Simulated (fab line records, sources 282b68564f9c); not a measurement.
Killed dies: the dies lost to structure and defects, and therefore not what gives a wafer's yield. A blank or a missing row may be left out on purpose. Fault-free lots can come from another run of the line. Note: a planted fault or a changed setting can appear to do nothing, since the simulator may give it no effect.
A lot that was struck, set against a sound lot :: flow ritCmos :: 17 out of 202 route steps
Sound: these wafers, L623.3, L623.4, L623.6. Wafers struck: L620.3, L620.5, L620.6. The cause is named last.
At each step with rows: each side's tool, then ch and its chambers, then its first start. Under that, the readings that differ: sound wafers :: struck wafers :: difference of the means :: sigmas: that difference in standard deviations of wafers without a fault.
alike: words and numbers the same on both sides, and readings whose means are apart by under 2 such deviations; not compared: readings that were withheld, readings missing a value for some wafer, numbers with overlapping values and no deviation given by the record, and bounds like >300 which may hide the same value.
A row with sigmas, a row that says differs or no value, or rows on one side alone: a step with any of these is where the two part. When numbers do not overlap yet have no deviation, they are printed without sigmas and do not part them. Lack of a reading on every wafer of one side parts them only where that side has two or more wafers.

first, 2 steps without rows for these wafers: RIT_NRETRO_HARDBAKE_07 (time 120 s); RIT_NRETRO_IMPLANT_08.
RIT_NRETRO_STRIP_09: strips in O2, time 180 s.
  sound on plasmaAsher-02 ch 0,1, day 5 15:23; struck on plasmaAsher-02 ch 0,1, day 5 00:13
  alike: drypumpMotorCurrentA
  not compared: rfHoursCounterH
RIT_NRETRO_TW_MEAS_10:
  sound on filmMetro-04 at day 5 15:32; struck on filmMetro-02 at day 5 00:21
  alike: NRETRO_TW
then, 6 steps without rows for these wafers: RIT_PRETRO_HMDS_00 (prime time 60 s); RIT_PRETRO_COAT_01 (resist thk 1300 nm); RIT_PRETRO_SOFTBAKE_02 (time 60 s); RIT_PRETRO_EXPOSE_03 (exposes mask M5, target cd 43700 nm); RIT_PRETRO_PEB_04; RIT_PRETRO_DEVELOP_05 (develop time 68 s).
RIT_PRETRO_OVL_MEAS_06:
  sound on overlay-01 at day 5 16:28; struck on overlay-02 at day 5 01:17
  alike: PRETRO_OVL
then, 1 step without rows for these wafers: RIT_PRETRO_HARDBAKE_07 (time 120 s).
RIT_PRETRO_IMPLANT_08:
  sound on implanter-04 ch 0, day 5 16:47; struck on implanter-02 ch 0, day 5 01:37
reading: doseIonsCm2
sound: 1.2025e+13 1.1988e+13 1.2e+13
struck: 9.968e+12 9.978e+12 9.975e+12
difference: -2.031e+12
sigmas: -99 or more

reading: faradayCurrentUA
sound: 38.1 38.4 37.7
struck: 32.2 32.0 32.9
difference: -5.7
sigmas: -8
RIT_PRETRO_STRIP_09: strips in O2, time 180 s.
  sound on plasmaAsher-02 ch 0,1, day 5 16:57; struck on plasmaAsher-01 ch 0,1, day 5 01:46
  alike: drypumpMotorCurrentA
  not compared: rfHoursCounterH
RIT_PRETRO_TW_MEAS_10:
  sound on filmMetro-01 at day 5 17:05; struck on filmMetro-01 at day 5 01:54
reading: PRETRO_TW
sound: 475 473 475
struck: 448 448 451
difference: -25
sigmas: -4
then, 1 step without rows for these wafers: RIT_GATE_WET_ETCH_00 (etches SiO2 in BOE, target depth 56 nm, time 60 s).
RIT_M1_PROBE_99:
  sound on prober-01 at day 6 19:22; struck on prober-02 at day 6 05:09
reading: model.etest.nmos_0p3.rOnOhmUm
sound: 2304 2295 2305
struck: 2153 2165 2160
difference: -142
sigmas: 

reading: model.etest.nmos_0p3.driveUaUm
sound: 207.6 210.4 212.7
struck: 233.6 234.8 233.6
difference: +23.8
sigmas: 

reading: model.etest.nmosNarrow.driveUaUm
sound: 194 193.6 194.5
struck: 228 227.3 224.4
difference: +33
sigmas: 

reading: model.etest.nmos_0p15.offLog10AUm
sound: -10.83 -11.01 -10.94
struck: -10.13 -10.21 -10.18
difference: +0.75
sigmas: 

reading: model.etest.retroEdgeNmos.offLog10AUm
sound: -10.69 -10.88 -10.91
struck: -10.12 -10.07 -9.975
difference: +0.77
sigmas: 

reading: model.etest.ring.quietLog10A (angstrom)
sound: -7.987 -8.067 -7.981
struck: -7.765 -7.944 -7.902
difference: +0.141
sigmas: 

reading: model.etest.nmos_0p3.offLog10AUm
sound: -13.16 -13.22 -13.08
struck: -12.9 -12.86 -13.03
difference: +0.2
sigmas: 

reading: model.etest.gateEndArray.leakLog10AUm
sound: -13.02 -12.99 -12.89
struck: -12.77 -12.69 -12.87
difference: +0.19
sigmas: 
  alike: killedAtContacts, killedAtFrontEnd, killedDies, killedOpen, killedShort

== WHERE THEY PART ==
Last at RIT_PRETRO_TW_MEAS_10 as far as this record goes, first at RIT_PRETRO_IMPLANT_08. Later steps at which nothing parts them and some readings are alike: RIT_M1_PROBE_99.

WHY: what the simulator had put in
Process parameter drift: implanter-02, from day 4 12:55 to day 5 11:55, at RIT_PRETRO_IMPLANT_08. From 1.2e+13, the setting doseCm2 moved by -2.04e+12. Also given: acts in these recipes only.
